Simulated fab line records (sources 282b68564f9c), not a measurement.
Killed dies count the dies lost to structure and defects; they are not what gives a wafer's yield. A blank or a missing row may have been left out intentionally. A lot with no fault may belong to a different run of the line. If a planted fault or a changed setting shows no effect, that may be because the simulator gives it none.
fab line records    flow rit-cmos    part 1 of 2: steps 1 to 28 of 38
record: lots: 5  wafers: 15  last-day: 5
route steps=202 shown GATE@96 REOX@98 NLDD@103 PLDD@114 SPACER@125 NSD@131
lots untouched by any fault: they come from a run of this same line in which no faults occurred
start-h: the number of hours between the record's first day and the start of the first shown wafer of the lot    wait-h: hours from the lot's prior step to this one    " unchanged from the row above    L1.1+2: one row covering several wafers at once    - no value present, or no start provided    * or withheld: withheld    < > ~ a bound
route shown NAME@n: a module of which the file shows steps, and the number in the route of the first    usual: the fault-free wafers' mean and standard deviation    same: alike in all rows    chamber/n: place in a boat    sites: each site's reading    _std_site: standard deviation of those values    _edge_site: inner sites' mean taken away from outer sites' mean    radius-mm: how far each site lies from the wafer's centre    mask NAME#n: copy n    behind: the tool/chamber that last shaped the wafer    hold: cause of the lot's hold/its duration in hours/its outcome    device: the transistor (n, p or np) that didn't switch    end of line: at the end of the route, the tests of the same wafers    a step without rows: its recipe alone    killed: the dies lost at the first sort to structure and to defects; this is not the yield of the wafer    map: per-die view of a wafer (x killed, . not killed, _ where there is no die)
set.NAME: the setting as run; set.NAME@STEP: as run at that earlier step    model.NAME: the simulator's own value behind a step, which no gauge read
lots at some steps of the route; a table a step, a row a wafer
services: when a tool's chamber went out of use (start-h, in hours from the record's first day, below 0 if earlier), for how many hours, and the reason
== steps ==
step: RIT_GATE_STRIP_20
recipe: chemistry: O2  time-s: 180  resist: NOVOLAK  platen-temp-c: withheld  power-w: 500  pressure-mtorr: 4000  o2-flow-sccm: 4000
usual: drypump-motor-current-A: 5.5/0.6
lot.wafer  tool             chamber  start-h  wait-h  drypump-motor-current-A  rf-hours-counter-h
L075.1     plasma-asher-02  1        42.79    0.1     4.9                      26
L075.2     "                0        "        "       5.1                      26
L075.4     "                0        "        "       5.1                      -
L079.3     plasma-asher-02  0        61.55    0.1     5.1                      -
L079.5     "                0        "        "       5.1                      -
L079.6     "                1        "        "       4.9                      -
L082.1     plasma-asher-01  1        76.62    0.1     5.2                      44
L082.3     "                0        "        "       6.4                      -
L082.5     "                0        "        "       6.4                      -
L083.2     plasma-asher-02  1        82.62    0.1     4.9                      30
L083.3     "                1        "        "       4.9                      -
L083.5     "                1        "        "       4.9                      -
L089.1     plasma-asher-02  0        111.65   0.1     5.1                      33
L089.2     "                1        "        "       4.9                      33
L089.6     "                0        "        "       5.1                      -
step: RIT_GATE_CD_MEAS_90
recipe: target-cd-nm: 150
usual: cd-nm: 149.3/2.4
lot.wafer  tool       chamber  start-h  wait-h  cd-nm
L075.1     cd-sem-01  -        42.97    0.1     149.9
L075.2     "          -        "        "       150.4
L075.4     "          -        "        "       148.2
L079.3     cd-sem-02  -        61.71    0.1     147.4
L079.5     "          -        "        "       150.8
L079.6     "          -        "        "       148.0
L082.1     cd-sem-01  -        76.79    0.1     148.8
L082.3     "          -        "        "       146.5
L082.5     "          -        "        "       146.3
L083.2     cd-sem-01  -        82.82    0.1     149.2
L083.3     "          -        "        "       151.0
L083.5     "          -        "        "       148.2
L089.1     cd-sem-02  -        111.83   0.1     153.3
L089.2     "          -        "        "       153.5
L089.6     "          -        "        "       153.1
step: RIT_REOX_CLEAN_00
recipe: chemistry: SC1  mix: 3:3:50  time-s: 600  temp-c: 75
usual: bath-heat-duty-pct: 15.4/2.3
lot.wafer  tool          chamber  start-h  wait-h  bath-heat-duty-pct
L075.1     wet-bench-03  0        43.09    0.1     18.8
L075.2     "             0        "        "       19.7
L075.4     "             0        "        "       18.5
L079.3     wet-bench-04  0        61.79    0.1     12.6
L079.5     "             0        "        "       12.8
L079.6     "             0        "        "       12.2
L082.1     wet-bench-04  0        76.91    0.1     12.6
L082.3     "             0        "        "       12.2
L082.5     "             0        "        "       11.6
L083.2     wet-bench-01  0        82.92    0.1     18.3
L083.3     "             0        "        "       17.7
L083.5     "             0        "        "       18.5
L089.1     wet-bench-01  0        111.95   0.1     18.1
L089.2     "             0        "        "       16.8
L089.6     "             0        "        "       17.6
step: RIT_REOX_CLEAN_01
recipe: chemistry: dHF  dilution: 50:1  time-s: 30
lot.wafer   tool          chamber  start-h  wait-h
L075.1+2+4  wet-bench-01  3        43.28    0.0
L079.3+5+6  wet-bench-01  1        61.96    0.0
L082.1+3+5  wet-bench-03  1        77.09    0.0
L083.2+3+5  wet-bench-03  1        83.11    0.0
L089.1+2+6  wet-bench-04  1        112.12   0.0
step: RIT_REOX_CLEAN_02
recipe: chemistry: SC2  mix: 3:3:50  time-s: 600  temp-c: 75  dry: n2-spin
usual: bath-heat-duty-pct: 15.3/1.7
lot.wafer  tool          chamber  start-h  wait-h  bath-heat-duty-pct
L075.1     wet-bench-04  3        43.30    0.0     14.8
L075.2     "             3        "        "       14.9
L075.4     "             3        "        "       14.5
L079.3     wet-bench-04  3        61.98    0.0     14.0
L079.5     "             3        "        "       13.9
L079.6     "             3        "        "       13.7
L082.1     wet-bench-01  0        77.11    0.0     18.0
L082.3     "             0        "        "       18.8
L082.5     "             0        "        "       16.8
L083.2     wet-bench-04  3        83.13    0.0     13.9
L083.3     "             3        "        "       14.5
L083.5     "             3        "        "       12.4
L089.1     wet-bench-01  3        112.14   0.0     16.5
L089.2     "             3        "        "       16.6
L089.6     "             3        "        "       13.9
step: RIT_REOX_OXIDATION_03
recipe: temp-c: 900  ambient: O2  target-thk-a: 252  ox-time-s: 5580
usual: spike-tc-source-C: 921.2/1.2  zone-power-centre-pct: 46/3.1
lot.wafer  tool        chamber  start-h  wait-h  spike-tc-source-C  zone-power-centre-pct
L075.1     furnace-02  0        43.49    0.0     922.1              51
L075.2     "           0        "        "       922.6              53
L075.4     "           0        "        "       922.4              51
L079.3     furnace-04  0        62.36    0.2     920.4              45
L079.5     "           0        "        "       922.2              46
L079.6     "           0        "        "       920.3              45
L082.1     furnace-01  0        77.30    0.0     921.7              44
L082.3     "           0        "        "       920.7              44
L082.5     "           0        "        "       920.0              45
L083.2     furnace-04  0        83.51    0.2     921.6              46
L083.3     "           0        "        "       921.0              46
L083.5     "           0        "        "       921.8              45
L089.1     furnace-01  0        112.32   0.0     922.3              45
L089.2     "           0        "        "       918.7              44
L089.6     "           0        "        "       923.7              44
step: RIT_REOX_THK_MEAS_04
recipe: reads: SiO2_of_REOX_OXIDATION_03
usual: REOX_OXIDE_THK: 25.2/0.43
lot.wafer  tool           chamber  start-h  wait-h  REOX_OXIDE_THK[nm]
L075.1     film-metro-03  -        46.04    0.0     25.3
L075.2     "              -        "        "       25.1
L075.4     "              -        "        "       25.3
L079.3     film-metro-03  -        64.93    0.0     24.9
L079.5     "              -        "        "       25.2
L079.6     "              -        "        "       24.6
L082.1     film-metro-04  -        79.85    0.0     24.5
L082.3     "              -        "        "       25.0
L082.5     "              -        "        "       25.3
L083.2     film-metro-04  -        86.07    0.0     25.6
L083.3     "              -        "        "       25.7
L083.5     "              -        "        "       25.7
L089.1     film-metro-04  -        114.87   0.0     24.7
L089.2     "              -        "        "       24.8
L089.6     "              -        "        "       24.5
step: RIT_NLDD_HMDS_00
recipe: prime-time-s: 60  prime-temp-c: 140
usual: resist-line-temp-C: 23.01/0.1
lot.wafer  tool            chamber  start-h  wait-h  resist-line-temp-C
L075.1     litho-track-02  0        46.21    0.2     23.09
L075.2     "               0        "        "       23.03
L075.4     "               0        "        "       22.96
L079.3     litho-track-02  0        65.02    0.1     22.99
L079.5     "               0        "        "       23.03
L079.6     "               0        "        "       22.89
L082.1     litho-track-01  0        79.91    0.1     22.99
L082.3     "               0        "        "       22.99
L082.5     "               0        "        "       23.04
L083.2     litho-track-01  0        86.16    0.1     22.98
L083.3     "               0        "        "       23.01
L083.5     "               0        "        "       23.08
L089.1     litho-track-04  0        114.93   0.1     22.86
L089.2     "               0        "        "       22.91
L089.6     "               0        "        "       22.92
step: RIT_NLDD_COAT_01
recipe: resist: NOVOLAK  spin-rpm: 3250  resist-thk-nm: 1000
usual: resist-line-temp-C: 23.03/0.11
lot.wafer  tool            chamber  start-h  wait-h  resist-line-temp-C
L075.1     litho-track-02  0        46.36    0.1     23.08
L075.2     "               0        "        "       22.93
L075.4     "               0        "        "       22.92
L079.3     litho-track-02  0        65.17    0.1     23.03
L079.5     "               0        "        "       22.99
L079.6     "               0        "        "       22.96
L082.1     litho-track-01  0        80.06    0.1     23.18
L082.3     "               0        "        "       23.13
L082.5     "               0        "        "       23.21
L083.2     litho-track-01  0        86.31    0.1     22.76
L083.3     "               0        "        "       22.86
L083.5     "               0        "        "       22.90
L089.1     litho-track-04  0        115.08   0.1     23.07
L089.2     "               0        "        "       22.97
L089.6     "               0        "        "       22.98
step: RIT_NLDD_SOFTBAKE_02
recipe: resist: NOVOLAK  temp-c: 90  time-s: 60
usual: resist-line-temp-C: 23.00/0.097
lot.wafer  tool            chamber  start-h  wait-h  resist-line-temp-C
L075.1     litho-track-02  0        46.51    0.1     22.96
L075.2     "               0        "        "       22.95
L075.4     "               0        "        "       22.84
L079.3     litho-track-02  0        65.32    0.1     22.89
L079.5     "               0        "        "       22.86
L079.6     "               0        "        "       22.89
L082.1     litho-track-01  0        80.21    0.1     22.87
L082.3     "               0        "        "       22.96
L082.5     "               0        "        "       22.94
L083.2     litho-track-01  0        86.46    0.1     23.13
L083.3     "               0        "        "       22.96
L083.5     "               0        "        "       23.19
L089.1     litho-track-04  0        115.23   0.1     22.81
L089.2     "               0        "        "       22.93
L089.6     "               0        "        "       22.93
step: RIT_NLDD_EXPOSE_03
recipe: mask-id: M7  na: 0.57  target-cd-nm: 40700  dose-mj: 250
lot.wafer   tool              chamber  start-h  wait-h  mask
L075.1+2+4  iline-stepper-01  0        46.67    0.1     M7#0
L079.3+5+6  iline-stepper-01  0        65.46    0.1     M7#0
L082.1+3+5  iline-stepper-02  0        80.48    0.2     M7#0
L083.2+3+5  iline-stepper-01  0        86.84    0.3     M7#0
L089.1+2+6  iline-stepper-02  0        115.50   0.2     M7#0
step: RIT_NLDD_PEB_04
recipe: resist: NOVOLAK  temp-c: withheld  time-s: withheld
usual: resist-line-temp-C: *
lot.wafer  tool            chamber  start-h  wait-h  resist-line-temp-C
L075.1     litho-track-01  0        46.87    0.2     *
L075.2     "               0        "        "       *
L075.4     "               0        "        "       *
L079.3     litho-track-01  0        65.59    0.1     *
L079.5     "               0        "        "       *
L079.6     "               0        "        "       *
L082.1     litho-track-04  0        80.60    0.1     *
L082.3     "               0        "        "       *
L082.5     "               0        "        "       *
L083.2     litho-track-02  0        86.96    0.1     *
L083.3     "               0        "        "       *
L083.5     "               0        "        "       *
L089.1     litho-track-02  0        115.62   0.1     *
L089.2     "               0        "        "       *
L089.6     "               0        "        "       *
step: RIT_NLDD_DEVELOP_05
recipe: resist: NOVOLAK  develop-time-s: 50  dev-temp-c: 23
usual: resist-line-temp-C: 23.02/0.1
lot.wafer  tool            chamber  start-h  wait-h  resist-line-temp-C
L075.1     litho-track-01  0        -        -       23.22
L075.2     "               0        "        "       23.00
L075.4     "               0        "        "       23.18
L079.3     litho-track-01  0        -        -       22.93
L079.5     "               0        "        "       22.86
L079.6     "               0        "        "       23.03
L082.1     litho-track-04  0        -        -       23.17
L082.3     "               0        "        "       23.19
L082.5     "               0        "        "       23.18
L083.2     litho-track-02  0        -        -       23.01
L083.3     "               0        "        "       23.05
L083.5     "               0        "        "       22.93
L089.1     litho-track-02  0        -        -       23.15
L089.2     "               0        "        "       23.03
L089.6     "               0        "        "       23.09
step: RIT_NLDD_OVL_MEAS_06
usual: NLDD_OVL: 0.7/1.5
lot.wafer  tool        chamber  start-h  wait-h  NLDD_OVL[nm]
L075.1     overlay-02  -        47.15    -       0.7
L075.2     "           -        "        "       1.1
L075.4     "           -        "        "       1.6
L079.3     overlay-02  -        65.83    -       2.5
L079.5     "           -        "        "       2.9
L079.6     "           -        "        "       1.8
L082.1     overlay-02  -        80.88    -       -2.2
L082.3     "           -        "        "       -1.0
L082.5     "           -        "        "       0.3
L083.2     overlay-01  -        87.22    -       1.1
L083.3     "           -        "        "       1.2
L083.5     "           -        "        "       0.3
L089.1     overlay-02  -        115.90   -       -1.1
L089.2     "           -        "        "       -2.1
L089.6     "           -        "        "       -1.6
step: RIT_NLDD_HARDBAKE_07
recipe: resist: NOVOLAK  temp-c: 140  time-s: 60
usual: resist-line-temp-C: 22.98/0.099
lot.wafer  tool            chamber  start-h  wait-h  resist-line-temp-C
L075.1     litho-track-01  0        47.19    0.0     23.07
L075.2     "               0        "        "       23.10
L075.4     "               0        "        "       23.22
L079.3     litho-track-04  0        65.91    0.1     23.06
L079.5     "               0        "        "       22.87
L079.6     "               0        "        "       22.98
L082.1     litho-track-04  0        80.92    0.0     23.09
L082.3     "               0        "        "       23.06
L082.5     "               0        "        "       23.02
L083.2     litho-track-02  0        87.28    0.0     22.94
L083.3     "               0        "        "       22.84
L083.5     "               0        "        "       22.95
L089.1     litho-track-04  0        115.94   0.0     22.87
L089.2     "               0        "        "       22.94
L089.6     "               0        "        "       22.92
step: RIT_NLDD_IMPLANT_08
recipe: species: P  energy-kev: 20  dose-cm2: 4.887e+14  tilt-deg: 7
usual: beam-on-s: 28.8/2.5
lot.wafer  tool          chamber  start-h  wait-h  beam-on-s
L075.1     implanter-02  0        47.34    0.1     31.3
L075.2     "             0        "        "       31.9
L075.4     "             0        "        "       32.5
L079.3     implanter-01  0        66.06    0.1     30.1
L079.5     "             0        "        "       30.5
L079.6     "             0        "        "       30.1
L082.1     implanter-01  0        81.07    0.1     30.6
L082.3     "             0        "        "       29.9
L082.5     "             0        "        "       29.4
L083.2     implanter-02  0        87.43    0.1     31.6
L083.3     "             0        "        "       31.8
L083.5     "             0        "        "       32.8
L089.1     implanter-04  0        116.09   0.1     26.3
L089.2     "             0        "        "       26.3
L089.6     "             0        "        "       27.0
step: RIT_NLDD_STRIP_09
recipe: chemistry: O2  time-s: 180  resist: NOVOLAK  platen-temp-c: withheld  power-w: 500  pressure-mtorr: 4000  o2-flow-sccm: 4000
usual: drypump-motor-current-A: 5.8/0.48
lot.wafer  tool             chamber  start-h  wait-h  drypump-motor-current-A  rf-hours-counter-h
L075.1     plasma-asher-04  1        47.53    0.2     6.4                      38
L075.2     "                0        "        "       5.9                      38
L075.4     "                1        "        "       6.3                      -
L079.3     plasma-asher-03  0        66.21    0.1     5.8                      -
L079.5     "                0        "        "       5.8                      -
L079.6     "                1        "        "       6.1                      -
L082.1     plasma-asher-03  0        81.22    0.1     5.8                      45
L082.3     "                1        "        "       6.1                      -
L082.5     "                0        "        "       5.8                      -
L083.2     plasma-asher-03  1        87.55    0.1     6.0                      46
L083.3     "                1        "        "       6.1                      -
L083.5     "                0        "        "       5.8                      -
L089.1     plasma-asher-04  1        116.24   0.1     6.4                      45
L089.2     "                0        "        "       5.9                      45
L089.6     "                1        "        "       6.4                      -
step: RIT_NLDD_TW_MEAS_10
usual: NLDD_TW: 2491/14
lot.wafer  tool           chamber  start-h  wait-h  NLDD_TW
L075.1     film-metro-02  -        47.71    0.1     2476
L075.2     "              -        "        "       2479
L075.4     "              -        "        "       2474
L079.3     film-metro-02  -        66.35    0.1     2465
L079.5     "              -        "        "       2474
L079.6     "              -        "        "       2457
L082.1     film-metro-03  -        81.39    0.1     2489
L082.3     "              -        "        "       2484
L082.5     "              -        "        "       2493
L083.2     film-metro-04  -        87.74    0.1     2492
L083.3     "              -        "        "       2495
L083.5     "              -        "        "       2489
L089.1     film-metro-04  -        116.41   0.1     2497
L089.2     "              -        "        "       2494
L089.6     "              -        "        "       2489
step: RIT_PLDD_HMDS_00
recipe: prime-time-s: 60  prime-temp-c: 140
usual: resist-line-temp-C: 22.99/0.1
lot.wafer  tool            chamber  start-h  wait-h  resist-line-temp-C
L075.1     litho-track-03  0        47.77    0.1     23.08
L075.2     "               0        "        "       22.83
L075.4     "               0        "        "       22.90
L079.3     litho-track-03  0        66.44    0.1     23.01
L079.5     "               0        "        "       23.05
L079.6     "               0        "        "       22.97
L082.1     litho-track-04  0        81.52    0.1     22.91
L082.3     "               0        "        "       22.97
L082.5     "               0        "        "       23.16
L083.2     litho-track-01  0        87.81    0.1     22.88
L083.3     "               0        "        "       23.02
L083.5     "               0        "        "       22.88
L089.1     litho-track-03  0        116.50   0.1     22.95
L089.2     "               0        "        "       23.09
L089.6     "               0        "        "       23.05
step: RIT_PLDD_COAT_01
recipe: resist: NOVOLAK  spin-rpm: 3250  resist-thk-nm: 1000
usual: resist-line-temp-C: 23.01/0.11
lot.wafer  tool            chamber  start-h  wait-h  resist-line-temp-C
L075.1     litho-track-03  0        47.92    0.1     23.04
L075.2     "               0        "        "       23.00
L075.4     "               0        "        "       23.09
L079.3     litho-track-03  0        66.59    0.1     23.11
L079.5     "               0        "        "       22.91
L079.6     "               0        "        "       23.04
L082.1     litho-track-04  0        81.67    0.1     22.93
L082.3     "               0        "        "       22.94
L082.5     "               0        "        "       22.95
L083.2     litho-track-01  0        87.96    0.1     23.25
L083.3     "               0        "        "       23.00
L083.5     "               0        "        "       23.13
L089.1     litho-track-03  0        116.65   0.1     22.83
L089.2     "               0        "        "       22.92
L089.6     "               0        "        "       22.90
step: RIT_PLDD_SOFTBAKE_02
recipe: resist: NOVOLAK  temp-c: 90  time-s: 60
usual: resist-line-temp-C: 23.01/0.1
lot.wafer  tool            chamber  start-h  wait-h  resist-line-temp-C
L075.1     litho-track-03  0        48.07    0.1     23.07
L075.2     "               0        "        "       23.02
L075.4     "               0        "        "       23.08
L079.3     litho-track-03  0        66.74    0.1     22.98
L079.5     "               0        "        "       22.94
L079.6     "               0        "        "       23.04
L082.1     litho-track-04  0        81.82    0.1     23.11
L082.3     "               0        "        "       22.99
L082.5     "               0        "        "       23.04
L083.2     litho-track-01  0        88.11    0.1     23.11
L083.3     "               0        "        "       23.17
L083.5     "               0        "        "       23.13
L089.1     litho-track-03  0        116.80   0.1     22.84
L089.2     "               0        "        "       22.84
L089.6     "               0        "        "       22.88
step: RIT_PLDD_EXPOSE_03
recipe: mask-id: M8  na: 0.57  target-cd-nm: 40900  dose-mj: 250
lot.wafer   tool              chamber  start-h  wait-h  mask
L075.1+2+4  iline-stepper-01  0        48.22    0.1     M8#0
L079.3+5+6  iline-stepper-01  0        66.88    0.1     M8#0
L082.1+3+5  iline-stepper-02  0        82.09    0.2     M8#0
L083.2+3+5  iline-stepper-01  0        88.38    0.2     M8#0
L089.1+2+6  iline-stepper-01  0        116.95   0.1     M8#0
step: RIT_PLDD_PEB_04
recipe: resist: NOVOLAK  temp-c: withheld  time-s: withheld
usual: resist-line-temp-C: *
lot.wafer  tool            chamber  start-h  wait-h  resist-line-temp-C
L075.1     litho-track-01  0        48.33    0.1     *
L075.2     "               0        "        "       *
L075.4     "               0        "        "       *
L079.3     litho-track-03  0        67.01    0.1     *
L079.5     "               0        "        "       *
L079.6     "               0        "        "       *
L082.1     litho-track-01  0        82.21    0.1     *
L082.3     "               0        "        "       *
L082.5     "               0        "        "       *
L083.2     litho-track-04  0        88.51    0.1     *
L083.3     "               0        "        "       *
L083.5     "               0        "        "       *
L089.1     litho-track-01  0        117.14   0.2     *
L089.2     "               0        "        "       *
L089.6     "               0        "        "       *
step: RIT_PLDD_DEVELOP_05
recipe: resist: NOVOLAK  develop-time-s: 50  dev-temp-c: 23
usual: resist-line-temp-C: 23.00/0.095
lot.wafer  tool            chamber  start-h  wait-h  resist-line-temp-C
L075.1     litho-track-01  0        -        -       23.06
L075.2     "               0        "        "       23.12
L075.4     "               0        "        "       22.98
L079.3     litho-track-03  0        -        -       23.00
L079.5     "               0        "        "       22.91
L079.6     "               0        "        "       22.92
L082.1     litho-track-01  0        -        -       23.12
L082.3     "               0        "        "       23.10
L082.5     "               0        "        "       23.13
L083.2     litho-track-04  0        -        -       23.33
L083.3     "               0        "        "       23.09
L083.5     "               0        "        "       23.25
L089.1     litho-track-01  0        -        -       22.93
L089.2     "               0        "        "       23.05
L089.6     "               0        "        "       23.11
step: RIT_PLDD_OVL_MEAS_06
usual: PLDD_OVL: 0.0/1.3
lot.wafer  tool        chamber  start-h  wait-h  PLDD_OVL[nm]
L075.1     overlay-02  -        48.62    -       2.7
L075.2     "           -        "        "       3.8
L075.4     "           -        "        "       3.4
L079.3     overlay-01  -        67.25    -       -2.0
L079.5     "           -        "        "       -0.5
L079.6     "           -        "        "       -0.7
L082.1     overlay-01  -        82.49    -       -1.0
L082.3     "           -        "        "       -0.4
L082.5     "           -        "        "       -0.1
L083.2     overlay-01  -        88.77    -       -0.5
L083.3     "           -        "        "       -1.0
L083.5     "           -        "        "       0.1
L089.1     overlay-01  -        117.42   -       -0.7
L089.2     "           -        "        "       -0.8
L089.6     "           -        "        "       0.0
step: RIT_PLDD_HARDBAKE_07
recipe: resist: NOVOLAK  temp-c: 140  time-s: 60
usual: resist-line-temp-C: 23.00/0.1
lot.wafer  tool            chamber  start-h  wait-h  resist-line-temp-C
L075.1     litho-track-03  0        48.65    0.0     22.93
L075.2     "               0        "        "       23.11
L075.4     "               0        "        "       23.15
L079.3     litho-track-04  0        67.33    0.1     22.93
L079.5     "               0        "        "       23.08
L079.6     "               0        "        "       22.94
L082.1     litho-track-03  0        82.53    0.0     22.98
L082.3     "               0        "        "       23.04
L082.5     "               0        "        "       23.17
L083.2     litho-track-01  0        88.82    0.0     23.00
L083.3     "               0        "        "       23.14
L083.5     "               0        "        "       22.96
L089.1     litho-track-01  0        117.46   0.0     23.09
L089.2     "               0        "        "       23.16
L089.6     "               0        "        "       22.87
step: RIT_PLDD_IMPLANT_08
recipe: species: BF2  energy-kev: 19.71  dose-cm2: 9e+14  tilt-deg: 7
usual: beam-on-s: 9.99/0.22
lot.wafer  tool          chamber  start-h  wait-h  beam-on-s
L075.1     implanter-03  0        48.80    0.1     9.75
L075.2     "             0        "        "       9.74
L075.4     "             0        "        "       9.66
L079.3     implanter-04  0        67.48    0.1     10.33
L079.5     "             0        "        "       10.39
L079.6     "             0        "        "       9.94
L082.1     implanter-01  0        82.68    0.1     9.99
L082.3     "             0        "        "       9.81
L082.5     "             0        "        "       9.99
L083.2     implanter-01  0        88.97    0.1     9.90
L083.3     "             0        "        "       9.69
L083.5     "             0        "        "       10.35
L089.1     implanter-04  0        117.61   0.1     9.91
L089.2     "             0        "        "       9.87
L089.6     "             0        "        "       10.04
step: RIT_PLDD_STRIP_09
recipe: chemistry: O2  time-s: 180  resist: NOVOLAK  platen-temp-c: withheld  power-w: 500  pressure-mtorr: 4000  o2-flow-sccm: 4000
usual: drypump-motor-current-A: 5.6/0.56
lot.wafer  tool             chamber  start-h  wait-h  drypump-motor-current-A  rf-hours-counter-h
L075.1     plasma-asher-02  0        48.95    0.1     5.1                      27
L075.2     "                1        "        "       4.9                      27
L075.4     "                0        "        "       5.1                      -
L079.3     plasma-asher-01  1        67.64    0.1     5.2                      -
L079.5     "                0        "        "       6.4                      -
L079.6     "                1        "        "       5.2                      -
L082.1     plasma-asher-01  1        82.83    0.1     5.2                      45
L082.3     "                1        "        "       5.2                      -
L082.5     "                1        "        "       5.1                      -
L083.2     plasma-asher-02  0        89.10    0.1     5.1                      31
L083.3     "                0        "        "       5.1                      -
L083.5     "                1        "        "       4.9                      -
L089.1     plasma-asher-01  0        117.76   0.1     6.4                      0
L089.2     "                1        "        "       5.2                      0
L089.6     "                1        "        "       5.2                      -
